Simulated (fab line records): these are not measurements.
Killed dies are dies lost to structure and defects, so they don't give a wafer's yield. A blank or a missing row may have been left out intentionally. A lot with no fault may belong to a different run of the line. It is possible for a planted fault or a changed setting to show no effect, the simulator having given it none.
A lot that was struck, set against a sound lot / flow berkeleyCmos170 / 15 steps out of a route of 331
Sound: wafers L134.1, L134.3, L134.5. Wafers struck: L144.1, L144.2, L144.4. The cause comes at the end.
Order at every step that has rows: each side's tool, ch and its chambers, its first start. Under that, the readings that differ: sound wafers / struck wafers / difference of the means / sigmas: that difference in standard deviations of wafers without a fault.
alike: readings whose means differ by less than 2 such deviations, and words and numbers that are the same on both sides. not compared: withheld readings, readings that some wafer has no value for, bounds like >300 that may hide the same value, and numbers for which the record gives no deviation and whose values overlap.
Wherever a step has rows on one side only, a row that says differs or no value, or a row with sigmas, the two part there. Numbers that have no deviation but don't overlap get no sigmas and don't part them. A reading that every wafer of one side lacks parts them only if that side has two wafers or more.

first, 6 steps without rows for these wafers: UCB170_M1_COAT_03; UCB170_M1_COAT_04 (resist thk 900 nm); UCB170_M1_SOFTBAKE_05 (time 60 s); UCB170_M1_EXPOSE_06 (exposes mask METAL1, target cd 700 nm); UCB170_M1_PEB_07; UCB170_M1_DEVELOP_08 (develop time 45 s).
UCB170_M1_CD_MEAS_09: target cd 700 nm.
  sound on cdSem-02 at day 10 14:23; struck on cdSem-01 at day 12 15:56
  alike: cdNm
UCB170_M1_OVL_MEAS_10:
  sound on overlay-01 at day 10 14:31; struck on overlay-02 at day 12 16:04
  alike: M1_OVL
UCB170_M1_ETCH_11: etches BARC in N2/H2.
  sound on rieDiel-01 ch 2,3, day 10 14:33; struck on rieDiel-04 ch 0,1,2, day 12 16:06
  alike: drypumpMotorCurrentA, n2FlowSccm, oesProductAu, throttleValvePct
UCB170_M1_METAL_ETCH_12: etches Al in Cl2/BCl3, stops on PSG, target depth 780 nm, time 130 s.
  sound on rieMetal-04 ch 0,1, day 10 14:35; struck on rieMetal-01 ch 0,1, day 12 16:08
  alike: drypumpMotorCurrentA, oesProductAu, throttleValvePct
  not compared: rfHoursCounterH
UCB170_M1_STRIP_13: strips in O2.
  sound on plasmaAsher-03 ch 0,1, day 10 14:43; struck on plasmaAsher-02 ch 0,1, day 12 16:16
  alike: drypumpMotorCurrentA, oesProductAu
  not compared: rfHoursCounterH
UCB170_M1_CD_MEAS_90: target cd 700 nm.
  sound on cdSem-02 at day 10 14:49; struck on cdSem-01 at day 12 16:22
  alike: cdNm
UCB170_M1_ANNEAL_14: time 1200 s.
  sound on furnace-03 ch 0, day 10 14:56; struck on furnace-03 ch 0, day 12 17:33
reading=spikeTcCentreC (C); sound=400.2 401.8 402.1; struck=482.7 482.4 481.5; difference=+80.8; sigmas=+73
reading=spikeTcLoadC (C); sound=418.2 417.9 418.3; struck=501.3 502.2 499.5; difference=+82.9; sigmas=+83
reading=spikeTcSourceC (C); sound=419.1 418.3 418.9; struck=499.2 501.0 499.7; difference=+81.2; sigmas=+74
reading=tubeCenterTempC (C); sound=400.03 400.03 399.99; struck=479.98 480.02 479.98; difference=+79.98; sigmas=+99 or more
reading=tube_center_temp_C_max; sound=401.12 401.03 400.94; struck=481.15 481.10 480.96; difference=+80.04; sigmas=+99 or more
reading=zonePowerCentrePct (%); sound=15.88 15.65 15.90; struck=19.22 19.63 19.46; difference=+3.63; sigmas=+26
reading=zonePowerLoadPct (%); sound=5.16 5.11 5.12; struck=7.00 7.06 7.06; difference=+1.91; sigmas=+37
reading=zonePowerSourcePct (%); sound=4.92 4.88 4.91; struck=6.64 6.50 6.63; difference=+1.69; sigmas=+33
UCB170_V1_CVD_00: deposits SiO2 from TEOS/O2, target thk 2000 nm, time 250 s.
  sound on pecvd-04 ch 0,1,2, day 10 16:17; struck on pecvd-02 ch 0,1,2, day 12 18:53
  alike: heaterPowerW, pressureMtorr, susceptorTempC
UCB170_M3_PROBE_99:
  sound on prober-01 at day 11 03:00; struck on prober-02 at day 13 06:34
reading=model.etest.contactDiodeArray.leakLog10A (angstrom); sound=-11.74 -11.62 -11.55; struck=-8.818 -8.512; difference=+2.972; sigmas=
reading=model.etest.selectEdgeDiodeN.leakLog10A (angstrom); sound=-12.1 -12.15 -12.14; struck=-10.12 -9.596; difference=+2.27; sigmas=
reading=model.etest.nmos_0p35.junctionLog10AUm; sound=-13.89 -13.7 -13.69; struck=-12.01 -11.63; difference=+1.94; sigmas=
reading=model.etest.diodeNplusPwell.leakLog10ACm2; sound=-7.974 -7.794 -7.535; struck=-6.048 -5.655; difference=+1.916; sigmas=
reading=model.etest.diodeNplusComb.leakLog10ACm2; sound=-7.531 -7.651 -7.605; struck=-6.053 -5.651; difference=+1.744; sigmas=
reading=model.etest.nmosNarrow.offLog10AUm; sound=-12.98 -12.82 -12.93; struck=-11.74 -11.47; difference=+1.30; sigmas=
reading=model.etest.nmos_0p6.offLog10AUm; sound=-11.79 -11.78 -11.68; struck=-11.64 -11.45; difference=+0.21; sigmas=

== WHERE THEY PART ==
Only at UCB170_M1_ANNEAL_14, as far as this record shows. Later steps at which nothing parts them and some readings are alike: UCB170_V1_CVD_00.

WHY: what the simulator had put in
Drift in process parameters on furnace-03 at UCB170_M1_ANNEAL_14, starting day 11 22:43. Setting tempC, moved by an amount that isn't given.
